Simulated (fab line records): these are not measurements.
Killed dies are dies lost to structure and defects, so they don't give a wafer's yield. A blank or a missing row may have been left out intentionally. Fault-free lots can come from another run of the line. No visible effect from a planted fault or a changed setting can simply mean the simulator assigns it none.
Comparing a struck lot with a sound one || flow berkeley cmos170 || 15 out of 331 route steps
Sound: wafers L802.1, L802.3, L802.4. Struck: wafers L808.2, L808.6 (left out: L808.1, a lot-mate that was not struck); the cause follows at the end.
Order at every step that has rows: each side's tool, ch and its chambers, its first start. Under that, the readings that differ: sound wafers || struck wafers || difference of the means || sigmas: that difference in standard deviations of wafers without a fault.
alike: readings whose means differ by less than 2 such deviations, and words and numbers that are the same on both sides. not compared: withheld readings, readings that some wafer has no value for, bounds like >300 that may hide the same value, and numbers for which the record gives no deviation and whose values overlap.
The two part at a step that has a row with sigmas, a row that says differs or no value, or rows on one side only. Non-overlapping numbers with no deviation appear without sigmas and do not part them. A reading missing from all wafers of one side parts the sides only when that side holds two or more wafers.

first, 1 step without rows for these wafers: UCB170_CONTACT_SOFTBAKE_05 (time 60 s).
UCB170_CONTACT_STRIP_06: strips in O2.
  sound on plasma asher-01 ch 0,1, day 6 22:42; struck on plasma asher-01 ch 0, day 8 18:03
  alike: drypump motor current A, o2 flow sccm, oes product au, strip time to endpoint s
  not compared: rf hours counter h
then, 1 step without rows for these wafers: UCB170_CONTACT_CLEAN_07 (cleans in SPM, time 600 s).
UCB170_CONTACT_RTA_08: time 10 s.
  sound on rtp anneal-01 ch 0, day 6 22:59; struck on rtp anneal-02 ch 0, day 8 20:16
{"reading": "lamp power pct (%)", "sound": "26.0 26.1 26.1", "struck": "21.0 21.0", "difference": -5.1, "sigmas": -2}
  alike: anneal temp c max, chamber o2 ppm, wafer_temp_C_max
then, 6 steps without rows for these wafers: UCB170_CONTACT_COAT_09; UCB170_CONTACT_COAT_10 (resist thk 900 nm); UCB170_CONTACT_SOFTBAKE_11 (time 60 s); UCB170_CONTACT_EXPOSE_12 (exposes mask CONT, target cd 700 nm); UCB170_CONTACT_PEB_13; UCB170_CONTACT_DEVELOP_14 (develop time 45 s).
UCB170_CONTACT_CD_MEAS_15: the cd target is 700 nm.
  struck on cd sem-02, day 8 21:38; sound on cd sem-01, day 7 00:02
  alike: cd nm
UCB170_CONTACT_OVL_MEAS_16:
  struck on overlay-01, day 8 21:45; sound on overlay-02, day 7 00:09
  alike: CONTACT_OVL
UCB170_CONTACT_ETCH_17: etches BARC in N2/H2.
  sound on rie diel-01 ch 1,2,3, day 7 00:11; struck on rie diel-01 ch 0, day 8 21:47
{"reading": "bias w (W)", "sound": "100.06 100.09 100.24", "struck": "64.24 64.52", "difference": -35.75, "sigmas": "-99 or more"}
{"reading": "oes product au (a.u.)", "sound": "1.007 1.009 0.978", "struck": "0.882 0.882", "difference": -0.116, "sigmas": -10}
  alike: drypump motor current A, throttle valve pct
UCB170_CONTACT_ETCH_18: etches PSG in CHF3/CF4/Ar, stops on TiSi2, target depth 840 nm, time 195 s.
  sound: rie diel-01 ch 1,2,3; struck: rie diel-01 ch 0
  alike: drypump motor current A, oes product au, throttle valve pct
  not compared: rf hours counter h
UCB170_M3_PROBE_99:
  the record has rows for the struck wafers here (prober-01, day 9 18:37) and none for the sound ones

WHERE THEY PART
Earliest at UCB170_CONTACT_RTA_08; latest, in this record, at UCB170_M3_PROBE_99.

WHY: what had been put in by the simulator
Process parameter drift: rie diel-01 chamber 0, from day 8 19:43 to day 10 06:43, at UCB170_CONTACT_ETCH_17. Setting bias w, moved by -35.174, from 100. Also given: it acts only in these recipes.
